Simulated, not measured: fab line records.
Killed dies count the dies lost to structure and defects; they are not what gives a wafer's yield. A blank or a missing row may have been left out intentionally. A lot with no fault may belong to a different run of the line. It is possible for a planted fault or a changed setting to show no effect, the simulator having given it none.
Comparing a struck lot with a sound one | flow ritCmos | 15 out of 202 route steps
Sound: these wafers, L876.3, L876.4, L876.5. Wafers L882.1, L882.3, L882.4 were the ones struck. The cause is given at the end.
At each step with rows: each side's tool, then ch and its chambers, then its first start. Under that, the readings that differ: sound wafers | struck wafers | difference of the means | sigmas: that difference in standard deviations of wafers without a fault.
alike: same words and numbers on both sides, and readings whose means sit less than 2 such deviations apart. not compared: any withheld reading, any reading some wafer has no value for, any bound like >300 that may hide the same value, and any number with overlapping values for which the record gives no deviation.
Wherever a step has rows on one side only, a row that says differs or no value, or a row with sigmas, the two part there. Numbers that have no deviation but don't overlap get no sigmas and don't part them. Lack of a reading on every wafer of one side parts them only where that side has two or more wafers.

RIT_M1_SPUTTER_00: material Al, target thk 400 nm, time 500 s.
  sound: pvdSputter-02 at day 6 03:54; struck: pvdSputter-02 at day 7 07:16
  alike: chamberPressurePa, throttleValvePct
RIT_M1_RS_MEAS_01: uses a four-point probe to measure.
  sound: filmMetro-04 at day 6 04:14; struck: filmMetro-04 at day 7 07:34
  alike: M1_AL_RS
RIT_M1_THK_MEAS_02: measures by xrf.
  sound: filmMetro-04 at day 6 04:20; struck: filmMetro-04 at day 7 07:41
  alike: M1_AL_THK
then, 6 steps without rows for these wafers: RIT_M1_HMDS_03 (prime time 60 s); RIT_M1_COAT_04 (resist thk 1283 nm); RIT_M1_SOFTBAKE_05 (time 60 s); RIT_M1_EXPOSE_06 (exposes mask M12, target cd 2600 nm); RIT_M1_PEB_07; RIT_M1_DEVELOP_08 (develop time 68 s).
RIT_M1_CD_MEAS_09: the cd target is 2600 nm.
  sound: cdSem-02 at day 6 05:37; struck: cdSem-01 at day 7 08:45
  alike: cdNm
RIT_M1_OVL_MEAS_10:
  sound: overlay-01 at day 6 05:42; struck: overlay-01 at day 7 08:52
  alike: M1_OVL
then, 1 step without rows for these wafers: RIT_M1_HARDBAKE_11 (time 120 s).
RIT_M1_METAL_ETCH_12: etches Al in Cl2/BCl3, stops on SiO2, time 165 s, target depth 600 nm.
  sound on rieMetal-03 ch 0,1, day 6 06:02; struck on rieMetal-01 ch 0,1, day 7 09:21
reading                                | sound             | struck            | difference | sigmas
oesProductAu (a.u.)                    | 0.795 0.785 0.796 | 1.015 0.958 1.019 | +0.205     | +19
runLengthS (s)                         | 193.8 193.1 193.8 | 152.1 152.3 152.3 | -41.3      | -99 or more
model.NOVOLAK_of_M1_COAT_04.thkNm (nm) | 807.7 776.7 806   | 873.5 887.3 875.2 | +81.9      | 
model.M1.featureDepthNm (nm)           | 442.8 436.1 436.3 | 420.3 431 421.9   | -14.0      | 
  alike: chamberPressureMTorr, drypumpMotorCurrentA, throttleValvePct
  not compared: rfHoursCounterH, model.SiO2_of_CONTACT_CVD_00.thkNm
then, 1 step without rows for these wafers: RIT_M1_STRIP_13 (strips in nmp, time 600 s).
RIT_M1_PROBE_99:
  sound: prober-01 at day 6 09:38; struck: prober-01 at day 7 11:37
reading                                  | sound                       | struck                         | difference | sigmas
killed_at_M0_to_M3                       | 0 0 0                       | 0 2 0                          | +1         | +3
model.etest.tester.sortNPass             | 261 253 256                 | 88 0 55                        | -209       | 
model.etest.tester.sortYieldPct (%)      | 98.86 95.83 96.97           | 33.33 0 20.83                  | -79.17     | 
model.etest.m1CombOverSteps.leakLog10AUm | -12.68 -12.76 -12.83        | -9.66 -4.893 -9.564            | +4.72      | 
model.etest.antennaM1.vtShiftV (V)       | -0.00798 -0.01273 -0.009295 | -0.003699 -6.307e-05 -0.005353 | +0.006963  | 
  alike: defectLimitedYield, killedAtFrontEnd, killedDies, killedOpen, killedShort
  not compared: model.etest.ring.quietLog10A

== WHERE THEY PART ==
Earliest at RIT_M1_METAL_ETCH_12; latest, in this record, at RIT_M1_PROBE_99.

WHY: what the simulator had put in
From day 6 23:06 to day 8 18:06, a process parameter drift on rieMetal-01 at RIT_M1_METAL_ETCH_12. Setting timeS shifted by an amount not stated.
